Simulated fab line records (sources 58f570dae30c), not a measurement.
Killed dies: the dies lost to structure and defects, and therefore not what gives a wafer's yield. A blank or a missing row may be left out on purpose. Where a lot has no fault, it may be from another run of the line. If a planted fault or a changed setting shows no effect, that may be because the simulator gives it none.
Which of the tools did it? + flow berkeley-cmos170 + 14 lots, 42 wafers sampled, at 5 steps of a route of 331

== WHAT THE GAUGES READ, wafer by wafer ==
UCB170_PLDD_CD_MEAS_06: target cd 1200 nm. Usual: 1199.9 nm for cd-nm, sd 1.5.
| lot  | measured     | on        | cd-nm (nm)           | flag |
|------|--------------|-----------|----------------------|------|
| L800 | day 6 19:06  | cd-sem-02 | 1201.0 1200.3 1201.2 |      |
| L799 | day 6 19:19  | cd-sem-02 | 1199.7 1199.3 1199.3 |      |
| L802 | day 7 08:55  | cd-sem-02 | 1197.0 1198.5 1199.0 |      |
| L808 | day 7 23:02  | cd-sem-02 | 1197.7 1198.0 1196.4 |      |
| L807 | day 7 23:28  | cd-sem-01 | 1199.5 1198.7 1198.2 |      |
| L806 | day 8 03:56  | cd-sem-01 | 1200.3 1199.6 1199.9 |      |
| L805 | day 8 04:07  | cd-sem-02 | 1198.8 1199.9 1200.6 |      |
| L809 | day 8 08:43  | cd-sem-01 | 1200.3 1200.7 1201.4 |      |
| L816 | day 9 17:37  | cd-sem-02 | 1202.1 1203.5 1201.4 |      |
| L817 | day 9 20:31  | cd-sem-02 | 1201.9 1200.7 1201.3 |      |
| L815 | day 9 20:47  | cd-sem-02 | 1202.3 1201.0 1200.2 |      |
| L818 | day 10 10:26 | cd-sem-01 | 1197.0 1198.0 1197.5 |      |
| L820 | day 10 20:17 | cd-sem-02 | 1198.6 1201.0 1199.9 |      |
| L821 | day 11 07:49 | cd-sem-01 | 1202.2 1202.9 1201.6 |      |

UCB170_PSD_TW_MEAS_10. Usual: PSD_TW 2346, standard deviation 24.
| lot  | measured     | on            | PSD_TW         | flag |
|------|--------------|---------------|----------------|------|
| L800 | day 7 04:04  | film-metro-02 | 2351 2345 2331 |      |
| L799 | day 7 04:18  | film-metro-03 | 2297 2307 2314 |      |
| L802 | day 7 19:56  | film-metro-03 | 2317 2313 2316 |      |
| L808 | day 8 09:44  | film-metro-03 | 2322 2328 2311 |      |
| L807 | day 8 09:29  | film-metro-04 | 2391 2386 2373 |      |
| L806 | day 8 14:22  | film-metro-04 | 2376 2384 2396 |      |
| L805 | day 8 14:14  | film-metro-04 | 2388 2371 2372 |      |
| L809 | day 8 18:16  | film-metro-02 | 2346 2344 2348 |      |
| L816 | day 10 01:19 | film-metro-04 | 1796 1776 1774 | OFF  |
| L817 | day 10 05:22 | film-metro-02 | 1757 1751 1756 | OFF  |
| L815 | day 10 05:37 | film-metro-04 | 2357 2354 2365 |      |
| L818 | day 10 17:52 | film-metro-03 | 2333 2330 2340 |      |
| L820 | day 11 06:34 | film-metro-03 | 2312 2315 2303 |      |
| L821 | day 11 16:07 | film-metro-03 | 2319 2318 2321 |      |

UCB170_SDANNEAL_RS_MEAS_02: measurement is done with a four-point probe. Usual: PSD_RS 75.41 ohm/sq, standard deviation 0.26.
| lot  | measured     | on            | PSD_RS (ohm/sq)      | flag |
|------|--------------|---------------|----------------------|------|
| L800 | day 7 10:07  | film-metro-03 | 74.70 75.00 74.93    |      |
| L799 | day 7 09:33  | film-metro-02 | 75.50 75.67 75.52    |      |
| L802 | day 8 04:41  | film-metro-03 | 75.52 75.24 75.62    |      |
| L808 | day 8 16:24  | film-metro-02 | 75.78 75.75 75.66    |      |
| L807 | day 8 13:58  | film-metro-02 | 75.19 75.52 75.39    |      |
| L806 | day 8 17:46  | film-metro-04 | 75.49 75.25 75.51    |      |
| L805 | day 8 18:06  | film-metro-03 | 75.59 75.46 75.72    |      |
| L809 | day 8 21:31  | film-metro-04 | 75.33 75.66 75.32    |      |
| L816 | day 10 05:49 | film-metro-02 | 142.77 145.06 144.13 | OFF  |
| L817 | day 10 08:15 | film-metro-03 | 145.82 146.70 145.86 | OFF  |
| L815 | day 10 08:28 | film-metro-02 | 75.15 75.55 75.60    |      |
| L818 | day 10 21:44 | film-metro-04 | 75.27 75.58 75.23    |      |
| L820 | day 11 09:50 | film-metro-03 | 76.00 76.06 75.71    |      |
| L821 | day 11 20:49 | film-metro-02 | 75.52 75.63 75.62    |      |

== TOOL THAT RAN EACH LOT (tool first, then ch and the chambers of the sampled wafers, then the start) ==
| lot  | UCB170_PSD_IMPLANT_08           | UCB170_PSD_STRIP_09                  |
|------|---------------------------------|--------------------------------------|
| L800 | implanter-02 ch 0, day 7 03:51  | plasma-asher-03 ch 0,1, day 7 03:59  |
| L799 | implanter-01 ch 0, day 7 04:04  | plasma-asher-01 ch 0,1, day 7 04:11  |
| L802 | implanter-01 ch 0, day 7 19:41  | plasma-asher-03 ch 1, day 7 19:50    |
| L808 | implanter-02 ch 0, day 8 09:29  | plasma-asher-01 ch 0,1, day 8 09:38  |
| L807 | implanter-01 ch 0, day 8 09:15  | plasma-asher-01 ch 1, day 8 09:22    |
| L806 | implanter-01 ch 0, day 8 14:08  | plasma-asher-01 ch 0,1, day 8 14:16  |
| L805 | implanter-02 ch 0, day 8 13:59  | plasma-asher-03 ch 0,1, day 8 14:07  |
| L809 | implanter-04 ch 0, day 8 18:01  | plasma-asher-01 ch 0,1, day 8 18:10  |
| L816 | implanter-01 ch 0, day 10 01:04 | plasma-asher-04 ch 0,1, day 10 01:13 |
| L817 | implanter-01 ch 0, day 10 05:07 | plasma-asher-04 ch 0,1, day 10 05:16 |
| L815 | implanter-04 ch 0, day 10 05:22 | plasma-asher-03 ch 0,1, day 10 05:31 |
| L818 | implanter-02 ch 0, day 10 17:37 | plasma-asher-03 ch 0,1, day 10 17:46 |
| L820 | implanter-04 ch 0, day 11 06:19 | plasma-asher-04 ch 0,1, day 11 06:28 |
| L821 | implanter-02 ch 0, day 11 15:53 | plasma-asher-01 ch 0,1, day 11 16:01 |
- UCB170_PSD_IMPLANT_08
- UCB170_PSD_STRIP_09: strips in O2.

== AS READ BY THE TOOLS THEMSELVES (means over the sampled wafers that have a number; for cases with no such wafer, the mark the record gives instead) ==
UCB170_PSD_IMPLANT_08. Usual: beam-energy-keV 19.999, standard deviation 0.0063; dose-ions-cm2 3e+15, standard deviation 3.7e+12; end-station-pressure-torr 1.27e-05 Torr, standard deviation 6.2e-07; faraday-current-uA 9258, standard deviation 180.
| lot  | tool         | beam-energy-keV | dose-ions-cm2 | end-station-pressure-torr (Torr) | faraday-current-uA | flag |
|------|--------------|-----------------|---------------|----------------------------------|--------------------|------|
| L800 | implanter-02 | 20.001          | 3e+15         | 1.29e-05                         | 9451               |      |
| L799 | implanter-01 | 19.985          | 3e+15         | 1.21e-05                         | 9184               |      |
| L802 | implanter-01 | 19.999          | 3e+15         | 1.21e-05                         | 9213               |      |
| L808 | implanter-02 | 20.000          | 3e+15         | 1.30e-05                         | 9182               |      |
| L807 | implanter-01 | 19.998          | 3e+15         | 1.27e-05                         | 9301               |      |
| L806 | implanter-01 | 20.000          | 3e+15         | 1.31e-05                         | 9128               |      |
| L805 | implanter-02 | 20.003          | 3e+15         | 1.30e-05                         | 9565               |      |
| L809 | implanter-04 | 20.002          | 3e+15         | 1.24e-05                         | 9198               |      |
| L816 | implanter-01 | 19.998          | 1e+15         | 8.17e-06                         | 3724               | OFF  |
| L817 | implanter-01 | 19.999          | 1e+15         | 8.00e-06                         | 3742               | OFF  |
| L815 | implanter-04 | 19.996          | 3e+15         | 1.33e-05                         | 9359               |      |
| L818 | implanter-02 | 20.002          | 3e+15         | 1.24e-05                         | 9235               |      |
| L820 | implanter-04 | 19.992          | 3e+15         | 1.25e-05                         | 9553               |      |
| L821 | implanter-02 | 19.999          | 3e+15         | 1.28e-05                         | 9259               |      |

UCB170_PSD_STRIP_09. Usual: drypump-motor-current-A 5.8 A, standard deviation 0.46; oes-product-au 0.600 a.u., standard deviation 0.005; strip-time-to-endpoint-s 29.39 s, standard deviation 0.066.
| lot  | tool            | drypump-motor-current-A (A) | oes-product-au (a.u.) | strip-time-to-endpoint-s (s) | flag |
|------|-----------------|-----------------------------|-----------------------|------------------------------|------|
| L800 | plasma-asher-03 | 6.1                         | 0.597                 | 29.38                        |      |
| L799 | plasma-asher-01 | 5.6                         | 0.601                 | 29.37                        |      |
| L802 | plasma-asher-03 | 5.6                         | 0.596                 | 29.44                        |      |
| L808 | plasma-asher-01 | 5.6                         | 0.602                 | 29.33                        |      |
| L807 | plasma-asher-01 | 5.9                         | 0.600                 | 29.39                        |      |
| L806 | plasma-asher-01 | 5.3                         | 0.602                 | 29.40                        |      |
| L805 | plasma-asher-03 | 5.8                         | 0.602                 | 29.24                        |      |
| L809 | plasma-asher-01 | 5.6                         | 0.601                 | 29.37                        |      |
| L816 | plasma-asher-04 | 6.3                         | 0.736                 | 21.53                        | OFF  |
| L817 | plasma-asher-04 | 6.2                         | 0.736                 | 21.65                        | OFF  |
| L815 | plasma-asher-03 | 5.8                         | 0.600                 | 29.34                        |      |
| L818 | plasma-asher-03 | 6.1                         | 0.602                 | 29.44                        |      |
| L820 | plasma-asher-04 | 6.3                         | 0.596                 | 29.34                        |      |
| L821 | plasma-asher-01 | 5.3                         | 0.598                 | 29.44                        |      |

== THE ANSWER, worked out from the rows above alone ==
Rule: take the mean of a lot's wafers that have a number; if it is more than 3 standard deviations from the usual mean, the lot is off. Also off: a lot with no number at a reading for which 4 or more lots have one. Any other lot the step has rows for is counted as sound. After the gauges, taken in route order, come the tools' own readings; for these a lot's mean is taken, as printed above. The first step at which some lot is off is used, and at that step the reading that is off furthest; a lot without a number counts as furthest.
Off: L816, L817, at UCB170_PSD_TW_MEAS_10 (PSD_TW).
If a tool, at a process step before that reading, ran all the lots that are off and no sound lot after the first of them, it fits. Not tried: the gauges at UCB170_PSD_TW_MEAS_10; whatever is off there is also off at UCB170_PSD_IMPLANT_08, on other tools, and gauge error can't account for it. One fits: implanter-01 at UCB170_PSD_IMPLANT_08. Its last sound lot is L806 (day 8 14:08), its first lot that is off L816 (day 10 01:04): a fault that began between those two fits.
The tool's own readings at UCB170_PSD_IMPLANT_08 bear it out: on the lots that are off they differ by more than 5 times the standard deviation of the sound lots' means. dose-ions-cm2 reads 1e+15 there against 3e+15 on the sound lots; end-station-pressure-torr reads 8.08e-06 Torr there against 1.27e-05 Torr on the sound lots; faraday-current-uA reads 3733 there against 9302 on the sound lots.

== WHAT WAS PUT IN BY THE SIMULATOR ==
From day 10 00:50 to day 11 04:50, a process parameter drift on implanter-01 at UCB170_PSD_IMPLANT_08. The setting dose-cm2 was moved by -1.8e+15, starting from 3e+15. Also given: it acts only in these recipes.
Struck lots among those shown: L816, L817. The rule above found the same.
